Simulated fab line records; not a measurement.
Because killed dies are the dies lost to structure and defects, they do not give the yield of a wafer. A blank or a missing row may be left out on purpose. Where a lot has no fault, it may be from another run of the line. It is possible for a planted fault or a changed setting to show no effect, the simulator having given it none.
fab line records    flow berkeley-cmos170
[record] lots = 14  wafers = 42  last-day = 11
route steps=331 shown ZERO@13 PWELL@37 PFIELD@85 NSD@195
lots untouched by any fault: they come from a run of this same line in which no faults occurred
start-h: the number of hours between the record's first day and the start of the first shown wafer of the lot    wait-h: time in hours since the lot's previous step    " the same as in the row above    L1.1+2: a row that stands for several wafers    - no value, or no start was given    * or withheld: withheld    < > ~ a bound
route shown NAME@n: a module of which the file shows steps, and the number in the route of the first    usual: the fault-free wafers' mean and standard deviation    same: alike in all rows    chamber/n: place in a boat    sites: readings site by site    _std_site: how widely they spread, as a standard deviation    _edge_site: the outer-site mean with the inner-site mean subtracted    radius-mm: for every site, how far away it sits from the centre of the wafer    mask NAME#n: copy n    behind: the most recent tool/chamber to have shaped the wafer    hold: why the lot went on hold/how many hours it stayed there/how the hold came to an end    device: transistor that didn't switch, given as n, p or np    end of line: tests of these same wafers at the route's end    where a step has no rows: the recipe by itself    killed: not the wafer's yield, but the dies lost to structure and defects at the first sort    map: shows each die of a wafer: x if killed, . if not, _ if none is there
set.NAME: setting as actually run; set.NAME@STEP: the setting as run at that earlier step    model.NAME: the simulator's own value behind a step, which no gauge read
one table for each step of the route and one row for each wafer, over a sample of lots
services: from which hour (start-h, from the record's first day; less than 0 if before it) a tool's chamber was out of use, for how many hours, and why
[[steps]]
[step UCB170_ZERO_STRIP_07]
[recipe] chemistry = O2  power-w = 400  pressure-mtorr = 3500  platen-temp-c = withheld  o2-flow-sccm = 400  overash-fraction = 0.5
[usual] drypump-motor-current-A = 5.6/0.38  o2-flow-sccm = 400.1/1.1  oes-product-au = 0.727/0.0045  strip-time-to-endpoint-s = 21.46/0.053
lot.wafer  tool             chamber  start-h  wait-h  drypump-motor-current-A  o2-flow-sccm  oes-product-au  rf-hours-counter-h  strip-time-to-endpoint-s
L741.1     plasma-asher-01  0        23.92    0.0     5.2                      400.3         0.733           32                  21.52
L741.3     "                0        "        "       5.1                      400.5         0.736           -                   21.50
L741.6     "                1        "        "       5.5                      400.7         0.723           -                   21.51
L742.2     plasma-asher-04  1        31.32    0.0     6.1                      397.6         0.735           32                  21.51
L742.5     "                0        "        "       6.4                      399.6         0.727           -                   21.49
L742.6     "                1        "        "       6.1                      399.0         0.726           -                   21.49
L743.2     plasma-asher-01  1        34.81    0.0     5.6                      400.1         0.725           33                  21.49
L743.4     "                1        "        "       5.6                      401.1         0.723           -                   21.48
L743.5     "                0        "        "       5.2                      401.6         0.729           -                   21.54
L744.1     plasma-asher-03  1        39.42    0.0     5.5                      401.9         0.728           32                  21.54
L744.2     "                0        "        "       5.6                      398.8         0.730           32                  21.53
L744.3     "                0        "        "       5.6                      400.1         0.721           -                   21.48
L746.4     plasma-asher-04  0        52.20    0.0     6.4                      401.1         0.721           -                   21.49
L746.5     "                1        "        "       6.1                      403.0         0.728           -                   21.41
L746.6     "                0        "        "       6.4                      401.4         0.731           -                   21.46
L747.2     plasma-asher-01  0        52.41    0.0     5.1                      399.1         0.732           35                  21.41
L747.4     "                1        "        "       5.6                      401.0         0.723           -                   21.45
L747.6     "                1        "        "       5.5                      400.4         0.724           -                   21.38
L749.1     plasma-asher-01  1        66.00    0.0     5.6                      400.9         0.722           36                  21.47
L749.3     "                0        "        "       5.2                      398.7         0.726           -                   21.42
L749.4     "                1        "        "       5.6                      400.7         0.728           -                   21.43
L750.2     plasma-asher-03  0        73.55    0.0     5.6                      398.8         0.731           36                  21.46
L750.3     "                0        "        "       5.6                      400.0         0.730           -                   21.49
L750.4     "                1        "        "       5.5                      399.8         0.728           -                   21.49
L751.1     plasma-asher-04  0        75.40    0.0     6.4                      400.2         0.726           37                  21.43
L751.3     "                1        "        "       6.1                      401.4         0.725           -                   21.49
L751.6     "                0        "        "       6.4                      399.6         0.729           -                   21.52
L752.4     plasma-asher-01  0        84.95    0.0     5.2                      399.1         0.726           -                   21.38
L752.5     "                0        "        "       5.2                      401.8         0.733           -                   21.43
L752.6     "                1        "        "       5.5                      398.4         0.723           -                   21.46
L754.3     plasma-asher-03  1        90.82    0.0     5.4                      401.5         0.723           -                   21.43
L754.5     "                1        "        "       5.5                      402.3         0.726           -                   21.47
L754.6     "                0        "        "       5.6                      399.0         0.733           -                   21.50
L757.3     plasma-asher-01  0        104.43   0.0     5.2                      400.1         0.723           -                   21.53
L757.4     "                1        "        "       5.6                      401.4         0.736           -                   21.46
L757.6     "                1        "        "       5.6                      401.9         0.728           -                   21.45
L758.1     plasma-asher-01  1        107.38   0.0     5.5                      399.2         0.728           41                  21.52
L758.4     "                0        "        "       5.2                      401.2         0.729           -                   21.47
L758.5     "                0        "        "       5.2                      400.6         0.730           -                   21.52
L763.1     plasma-asher-01  1        132.23   0.0     5.6                      398.2         0.725           45                  21.38
L763.2     "                0        "        "       5.2                      401.6         0.725           45                  21.42
L763.4     "                1        "        "       5.6                      398.7         0.727           -                   21.40
[step UCB170_PWELL_THK_MEAS_03]
[recipe] reads = SiO2_of_PWELL_OXIDATION_02
[usual] PWELL_OXIDE_THK = 26.3/0.47
lot.wafer  tool           chamber  start-h  wait-h  PWELL_OXIDE_THK[nm]
L741.1     film-metro-03  -        48.67    0.0     26.0
L741.3     "              -        "        "       25.9
L741.6     "              -        "        "       26.1
L742.2     film-metro-03  -        51.70    0.0     26.7
L742.5     "              -        "        "       26.6
L742.6     "              -        "        "       26.8
L744.1     film-metro-04  -        59.51    0.0     25.5
L744.2     "              -        "        "       26.0
L744.3     "              -        "        "       25.3
L743.2     film-metro-03  -        59.52    0.0     25.9
L743.4     "              -        "        "       25.5
L743.5     "              -        "        "       25.5
L747.2     film-metro-04  -        77.09    0.0     26.5
L747.4     "              -        "        "       26.6
L747.6     "              -        "        "       26.4
L746.4     film-metro-01  -        77.11    0.0     26.1
L746.5     "              -        "        "       26.3
L746.6     "              -        "        "       26.1
L749.1     film-metro-01  -        91.61    0.0     26.2
L749.3     "              -        "        "       26.4
L749.4     "              -        "        "       26.6
L750.2     film-metro-01  -        99.22    0.0     25.9
L750.3     "              -        "        "       26.1
L750.4     "              -        "        "       26.1
L751.1     film-metro-01  -        99.27    0.1     27.4
L751.3     "              -        "        "       27.3
L751.6     "              -        "        "       26.8
L752.4     film-metro-04  -        109.26   0.0     25.9
L752.5     "              -        "        "       26.7
L752.6     "              -        "        "       25.8
L754.3     film-metro-04  -        114.78   0.0     26.5
L754.5     "              -        "        "       26.5
L754.6     "              -        "        "       26.7
L757.3     film-metro-01  -        122.48   0.0     26.0
L757.4     "              -        "        "       25.4
L757.6     "              -        "        "       25.9
L758.1     film-metro-01  -        137.12   0.0     25.9
L758.4     "              -        "        "       25.8
L758.5     "              -        "        "       26.3
L763.1     film-metro-01  -        154.07   0.0     25.7
L763.2     "              -        "        "       26.0
L763.4     "              -        "        "       26.1
[step UCB170_PFIELD_OVL_MEAS_06]
[usual] PFIELD_OVL = 1/6.1
lot.wafer  tool        chamber  start-h  wait-h  PFIELD_OVL[nm]
L741.1     overlay-01  -        89.39    -       -4
L741.3     "           -        "        "       -1
L741.6     "           -        "        "       -3
L742.2     overlay-01  -        96.61    -       -2
L742.5     "           -        "        "       -13
L742.6     "           -        "        "       -11
L743.2     overlay-02  -        96.85    -       0
L743.4     "           -        "        "       5
L743.5     "           -        "        "       7
L744.1     overlay-01  -        97.09    -       -5
L744.2     "           -        "        "       1
L744.3     "           -        "        "       -9
L746.4     overlay-02  -        114.79   -       -6
L746.5     "           -        "        "       -1
L746.6     "           -        "        "       1
L747.2     overlay-02  -        115.35   -       11
L747.4     "           -        "        "       14
L747.6     "           -        "        "       5
L749.1     overlay-02  -        134.42   -       5
L749.3     "           -        "        "       3
L749.4     "           -        "        "       8
L750.2     overlay-01  -        139.60   -       0
L750.3     "           -        "        "       2
L750.4     "           -        "        "       -2
L751.1     overlay-02  -        139.84   -       6
L751.3     "           -        "        "       7
L751.6     "           -        "        "       -6
L752.4     overlay-01  -        152.98   -       7
L752.5     "           -        "        "       5
L752.6     "           -        "        "       3
L754.3     overlay-01  -        158.78   -       -9
L754.5     "           -        "        "       -8
L754.6     "           -        "        "       -1
L757.3     overlay-02  -        161.24   -       -1
L757.4     "           -        "        "       -1
L757.6     "           -        "        "       -1
L758.1     overlay-02  -        170.42   -       5
L758.4     "           -        "        "       -2
L758.5     "           -        "        "       -1
L763.1     overlay-02  -        192.58   -       9
L763.2     "           -        "        "       4
L763.4     "           -        "        "       4
[step UCB170_NSD_IMPLANT_08]
[recipe] species = P  dose-cm2 = 3e+15  energy-kev = 40.55  tilt-deg = 7
[usual] dose-ions-cm2 = 3e+15/3.5e+12  faraday-current-uA = 9258/190
lot.wafer  tool          chamber  start-h  wait-h  dose-ions-cm2  faraday-current-uA
L741.1     implanter-01  0        149.63   0.0     3.003e+15      9014
L741.3     "             0        "        "       3.001e+15      8914
L741.6     "             0        "        "       3.003e+15      8937
L744.1     implanter-04  0        149.87   0.0     3.002e+15      9189
L744.2     "             0        "        "       3e+15          9520
L744.3     "             0        "        "       3.002e+15      9192
L742.2     implanter-03  0        149.93   0.0     3.007e+15      9170
L742.5     "             0        "        "       3.003e+15      9150
L742.6     "             0        "        "       2.999e+15      9240
L743.2     implanter-04  0        150.17   0.0     3.003e+15      9269
L743.4     "             0        "        "       2.999e+15      8998
L743.5     "             0        "        "       2.997e+15      9516
L746.4     implanter-01  0        173.32   0.1     3.002e+15      9632
L746.5     "             0        "        "       3.002e+15      9356
L746.6     "             0        "        "       3.002e+15      9382
L747.2     implanter-04  0        173.86   0.0     2.998e+15      8953
L747.4     "             0        "        "       3e+15          9100
L747.6     "             0        "        "       3e+15          9533
L751.1     implanter-01  0        194.15   0.0     3e+15          8853
L751.3     "             0        "        "       2.994e+15      8920
L751.6     "             0        "        "       2.993e+15      9208
L749.1     implanter-03  0        194.40   0.0     3.005e+15      9509
L749.3     "             0        "        "       3.007e+15      9196
L749.4     "             0        "        "       3.001e+15      9435
L750.2     implanter-04  0        194.65   0.0     3.005e+15      9153
L750.3     "             0        "        "       3.007e+15      9348
L750.4     "             0        "        "       3.006e+15      9428
L754.3     implanter-03  0        211.69   0.1     3.002e+15      9314
L754.5     "             0        "        "       3.001e+15      8949
L754.6     "             0        "        "       2.998e+15      8954
L752.4     implanter-01  0        211.99   0.1     3.002e+15      9143
L752.5     "             0        "        "       2.997e+15      9037
L752.6     "             0        "        "       3.003e+15      9226
L757.3     implanter-03  0        223.83   0.1     3.316e+15      9923
L757.4     "             0        "        "       3.322e+15      10508
L757.6     "             0        "        "       3.322e+15      10298
L758.1     implanter-03  0        230.68   0.0     3.319e+15      10296
L758.4     "             0        "        "       3.317e+15      10337
L758.5     "             0        "        "       3.315e+15      10154
L763.1     implanter-04  0        248.38   0.0     3.004e+15      9196
L763.2     "             0        "        "       3e+15          8794
L763.4     "             0        "        "       2.999e+15      9297
[step UCB170_NSD_STRIP_09]
[recipe] chemistry = O2  power-w = 400  pressure-mtorr = 3500  platen-temp-c = withheld  o2-flow-sccm = 400  overash-fraction = 0.5
[usual] drypump-motor-current-A = 5.7/0.49  o2-flow-sccm = 400.0/1.2  oes-product-au = 0.531/0.004  strip-time-to-endpoint-s = 36.04/0.066
lot.wafer  tool             chamber  start-h  wait-h  drypump-motor-current-A  o2-flow-sccm  oes-product-au  rf-hours-counter-h  strip-time-to-endpoint-s
L741.1     plasma-asher-02  0        149.78   0.1     5.7                      399.0         0.535           36                  36.02
L741.3     "                0        "        "       5.7                      398.4         0.532           -                   36.05
L741.6     "                1        "        "       5.0                      402.3         0.527           -                   35.96
L744.1     plasma-asher-04  0        150.02   0.1     6.4                      400.2         0.532           0                   36.04
L744.2     "                1        "        "       6.1                      403.2         0.531           0                   36.03
L744.3     "                1        "        "       6.1                      399.7         0.537           -                   36.02
L742.2     plasma-asher-03  0        150.06   0.1     5.6                      399.8         0.536           44                  36.00
L742.5     "                1        "        "       5.5                      401.9         0.535           -                   35.99
L742.6     "                0        "        "       5.6                      401.3         0.536           -                   35.95
L743.2     plasma-asher-04  0        150.29   0.1     6.4                      399.5         0.532           0                   36.07
L743.4     "                0        "        "       6.4                      401.6         0.528           -                   36.14
L743.5     "                1        "        "       6.1                      400.5         0.535           -                   36.04
L746.4     plasma-asher-04  0        173.43   0.1     6.4                      400.8         0.535           -                   35.88
L746.5     "                1        "        "       6.1                      399.5         0.528           -                   35.96
L746.6     "                0        "        "       6.4                      401.7         0.524           -                   35.95
L747.2     plasma-asher-02  0        173.99   0.1     5.7                      396.6         0.537           39                  35.94
L747.4     "                1        "        "       5.0                      399.4         0.529           -                   35.94
L747.6     "                1        "        "       5.0                      399.6         0.526           -                   35.96
L751.1     plasma-asher-02  1        194.30   0.1     5.0                      398.8         0.534           41                  36.02
L751.3     "                1        "        "       5.0                      399.6         0.526           -                   36.06
L751.6     "                1        "        "       5.0                      399.6         0.534           -                   36.08
L749.1     plasma-asher-04  0        194.55   0.1     6.4                      400.1         0.531           5                   36.10
L749.3     "                0        "        "       6.4                      399.6         0.531           -                   36.09
L749.4     "                1        "        "       6.1                      399.5         0.534           -                   36.13
L750.2     plasma-asher-02  0        194.77   0.1     5.7                      401.1         0.539           41                  35.89
L750.3     "                0        "        "       5.7                      399.7         0.538           -                   35.94
L750.4     "                1        "        "       5.0                      399.3         0.527           -                   35.90
L754.3     plasma-asher-03  1        211.82   0.1     5.5                      400.4         0.521           -                   36.06
L754.5     "                0        "        "       5.6                      398.0         0.539           -                   36.16
L754.6     "                1        "        "       5.5                      400.0         0.528           -                   36.08
L752.4     plasma-asher-04  1        212.10   0.1     6.1                      401.0         0.541           -                   36.09
L752.5     "                0        "        "       6.4                      401.2         0.531           -                   36.02
L752.6     "                1        "        "       6.1                      400.4         0.526           -                   36.12
L757.3     plasma-asher-04  0        223.96   0.1     6.4                      398.2         0.529           -                   37.01
L757.4     "                1        "        "       6.1                      400.1         0.523           -                   37.01
L757.6     "                1        "        "       6.1                      398.3         0.525           -                   37.08
L758.1     plasma-asher-03  1        230.83   0.1     5.5                      399.9         0.518           53                  37.07
L758.4     "                0        "        "       5.6                      400.9         0.519           -                   37.06
L758.5     "                0        "        "       5.6                      400.3         0.518           -                   37.10
L763.1     plasma-asher-04  0        248.53   0.1     6.4                      397.4         0.531           11                  36.02
L763.2     "                1        "        "       6.1                      399.9         0.528           11                  36.01
L763.4     "                1        "        "       6.1                      398.1         0.532           -                   36.05
[step UCB170_SDANNEAL_RS_MEAS_03]
[recipe] thk-meas-gauge = four-point-probe
[usual] NSD_RS = 37.08/0.089
lot.wafer  tool           chamber  start-h  wait-h  NSD_RS[ohm/sq]
L741.1     film-metro-04  -        151.31   0.1     37.06
L741.3     "              -        "        "       37.19
L741.6     "              -        "        "       37.01
L744.1     film-metro-01  -        151.45   0.1     37.17
L744.2     "              -        "        "       37.20
L744.3     "              -        "        "       37.19
L742.2     film-metro-02  -        151.78   0.1     37.04
L742.5     "              -        "        "       37.15
L742.6     "              -        "        "       37.15
L743.2     film-metro-04  -        151.95   0.1     36.96
L743.4     "              -        "        "       37.05
L743.5     "              -        "        "       37.11
L746.4     film-metro-01  -        175.16   0.1     37.17
L746.5     "              -        "        "       37.12
L746.6     "              -        "        "       37.07
L747.2     film-metro-04  -        175.71   0.1     37.22
L747.4     "              -        "        "       37.15
L747.6     "              -        "        "       37.06
L751.1     film-metro-04  -        195.92   0.1     37.06
L751.3     "              -        "        "       36.97
L751.6     "              -        "        "       36.97
L749.1     film-metro-02  -        195.96   0.1     37.07
L749.3     "              -        "        "       37.16
L749.4     "              -        "        "       37.05
L750.2     film-metro-01  -        196.39   0.1     37.24
L750.3     "              -        "        "       37.22
L750.4     "              -        "        "       37.27
L754.3     film-metro-04  -        213.70   0.1     37.06
L754.5     "              -        "        "       36.99
L754.6     "              -        "        "       36.99
L752.4     film-metro-01  -        214.02   0.1     37.23
L752.5     "              -        "        "       37.28
L752.6     "              -        "        "       37.17
L757.3     film-metro-02  -        226.06   0.1     35.36
L757.4     "              -        "        "       35.44
L757.6     "              -        "        "       35.37
L758.1     film-metro-01  -        232.20   0.1     35.60
L758.4     "              -        "        "       35.59
L758.5     "              -        "        "       35.62
L763.1     film-metro-04  -        250.37   0.1     36.97
L763.2     "              -        "        "       37.05
L763.4     "              -        "        "       36.99
[[services]]
tool             chamber  start-h  hours  kind
plasma-asher-01  -        5.78     7.1    repair
implanter-01     -        47.27    10.0   repair
plasma-asher-04  -        55.03    1.5    repair
implanter-03     -        58.98    9.7    pm
implanter-01     -        61.50    4.2    pm
implanter-04     -        86.46    3.1    repair
plasma-asher-04  -        108.75   9.0    pm
plasma-asher-04  0        108.75   13.6   vent-cycle
plasma-asher-04  1        108.75   13.6   vent-cycle
plasma-asher-04  -        110.83   11.5   repair
plasma-asher-04  0        117.75   -      clean
plasma-asher-04  1        117.75   -      clean
implanter-01     -        122.49   2.9    pm
plasma-asher-04  -        123.03   26.9   pm
implanter-01     -        153.16   1.8    repair
plasma-asher-04  -        179.62   2.8    pm
implanter-01     -        248.09   5.8    repair
[[key]]
[first-sign] step = UCB170_NSD_IMPLANT_08  reading = dose-ions-cm2  direction = up  sigmas = 91  usual = 3e+15  struck = 3.318e+15
[effect] step = UCB170_NSD_IMPLANT_08  reading = faraday-current-uA  direction = up  sigmas = 5.4  usual = 9258  struck = 10253
[effect] step = UCB170_NSD_STRIP_09  reading = strip-time-to-endpoint-s  direction = up  sigmas = 15  usual = *  struck = *
[effect] step = UCB170_SDANNEAL_RS_MEAS_03  reading = NSD_RS  direction = down  sigmas = 18  usual = 37.08  struck = 35.50
met-at UCB170_NSD_IMPLANT_08
struck-lots L757,L758
tester-left-out L757,L758
not-acting-at UCB170_ZERO_STRIP_07,UCB170_PWELL_THK_MEAS_03,UCB170_PFIELD_OVL_MEAS_06
onset-between 211.69 223.83
[fault] kind = process-parameter-drift  tool = implanter-03  chamber = -  onset-h = 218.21  steps = UCB170_NSD_IMPLANT_08  channel = dose-cm2  offset = 3.2004e+14  shape = step  end-h = 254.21  acts-in = these-recipes-only  stated = 3e+15
// tester-left-out: of these lots the tester's yield and bins aren't shown, on N5 and GAA mostly nor the transistor test; their killed dies are dies lost to structure and defects alone, not to doping, threshold or leakage, so they don't give the yield
